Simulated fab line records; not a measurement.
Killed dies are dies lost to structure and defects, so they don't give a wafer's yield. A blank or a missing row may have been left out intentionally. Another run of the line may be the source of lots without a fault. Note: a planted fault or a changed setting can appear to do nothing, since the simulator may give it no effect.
The tool behind it: which one? + flow berkeley_cmos170 + Sampling: 13 lots, 39 wafers, 3 of 331 route steps

== WHAT EACH GAUGE READ, for each wafer ==
UCB170_PWELL_OVL_MEAS_13.
| lot  | measured    | on         | PWELL_OVL (nm) |
|------|-------------|------------|----------------|
| L466 | day 3 20:16 | overlay-02 | -2 6 -5        |
| L468 | day 4 04:11 | overlay-02 | -5 -3 -4       |
| L469 | day 5 06:58 | overlay-02 | -7 -11 -3      |
| L472 | day 5 14:41 | overlay-02 | -1 -3 2        |
| L471 | day 5 15:14 | overlay-01 | - - -          |
| L475 | day 6 01:30 | overlay-01 | -7 0 -9        |
| L480 | day 6 20:51 | overlay-02 | -5 -3 -11      |
| L484 | day 7 04:56 | overlay-01 | 9 6 3          |
| L482 | day 7 05:05 | overlay-01 | -1 3 0         |
| L486 | day 7 12:45 | overlay-01 | -4 -13 -10     |
| L485 | day 7 13:28 | overlay-02 | 13 5 11        |
| L487 | day 7 22:22 | overlay-01 | 8 9 0          |
| L488 | day 7 22:37 | overlay-02 | -10 1 -10      |

UCB170_PWELL_TW_MEAS_17.
| lot  | measured    | on            | PWELL_TW          |
|------|-------------|---------------|-------------------|
| L466 | day 3 20:40 | film_metro-02 | 382.8 381.2 381.0 |
| L468 | day 4 04:34 | film_metro-04 | 378.4 379.3 379.0 |
| L469 | day 5 07:22 | film_metro-02 | 384.0 383.8 383.9 |
| L472 | day 5 15:04 | film_metro-02 | 383.6 383.4 384.7 |
| L471 | day 5 15:38 | film_metro-02 | 30.1 30.3 30.3    |
| L475 | day 6 01:53 | film_metro-02 | 381.7 381.7 382.7 |
| L480 | day 6 21:14 | film_metro-04 | 380.1 380.3 379.4 |
| L484 | day 7 05:20 | film_metro-04 | 379.2 378.7 378.6 |
| L482 | day 7 05:29 | film_metro-01 | 381.4 379.2 380.4 |
| L486 | day 7 13:08 | film_metro-04 | 377.0 376.4 376.6 |
| L485 | day 7 13:52 | film_metro-01 | 380.4 381.7 381.2 |
| L487 | day 7 22:46 | film_metro-02 | 384.1 384.0 384.6 |
| L488 | day 7 23:00 | film_metro-01 | 380.0 381.7 381.2 |

== TOOL THAT RAN EACH LOT (tool first, then ch and the chambers of the sampled wafers, then the start) ==
| lot  | UCB170_PWELL_EXPOSE_10           |
|------|----------------------------------|
| L466 | krf_scanner-01 ch 0, day 3 19:42 |
| L468 | krf_scanner-01 ch 0, day 4 03:34 |
| L469 | krf_scanner-01 ch 0, day 5 06:35 |
| L472 | krf_scanner-01 ch 0, day 5 13:30 |
| L471 | krf_scanner-01 ch 0, day 5 14:12 |
| L475 | krf_scanner-01 ch 0, day 6 00:14 |
| L480 | krf_scanner-01 ch 0, day 6 20:25 |
| L484 | krf_scanner-02 ch 0, day 7 04:24 |
| L482 | krf_scanner-02 ch 0, day 7 04:43 |
| L486 | krf_scanner-01 ch 0, day 7 12:22 |
| L485 | krf_scanner-02 ch 0, day 7 12:37 |
| L487 | krf_scanner-02 ch 0, day 7 21:59 |
| L488 | krf_scanner-01 ch 0, day 7 22:13 |
- UCB170_PWELL_EXPOSE_10: exposes mask PWELL, target cd 3000 nm.

== AS READ BY THE TOOLS THEMSELVES (means over the sampled wafers that have a number; for cases with no such wafer, the mark the record gives instead) ==
The record holds no such reading with a usual standard deviation.

== THE ANSWER, worked out from the rows above alone ==
Rule: the usual values come from the lots themselves. Put in order of their means at a reading, lots are off if they are a third of the lots or fewer, leave a main group of 4 or more, and stand apart from it by a gap of 3 or more times the standard deviation of the main group's means; of several such gaps the widest counts. A main group is skipped when, at the precision printed for the reading in the tables above, its means are all equal. A lot without any number at a reading at which 4 lots or more have one is off too. Where the step has rows for the other lots, those lots are counted as sound. First the gauges in route order, then the tools' own readings, where a lot's mean is used as printed above. At the first step where some lot is off, the reading lying furthest off is the one used; lots without a number count as furthest.
Off: L471, seen at UCB170_PWELL_OVL_MEAS_13 (PWELL_OVL). Without a number there: L471. Main group: mean -1 nm, sd 5.7.
If a tool, at a process step before that reading, ran all the lots that are off and no sound lot after the first of them, it fits. The gauges at UCB170_PWELL_OVL_MEAS_13 aren't tried: what is off there is off at UCB170_PWELL_TW_MEAS_17 too, on other tools, and a gauge's error can't cause that. None of those tried fits.

== WHAT HAD BEEN PUT IN BY THE SIMULATOR ==
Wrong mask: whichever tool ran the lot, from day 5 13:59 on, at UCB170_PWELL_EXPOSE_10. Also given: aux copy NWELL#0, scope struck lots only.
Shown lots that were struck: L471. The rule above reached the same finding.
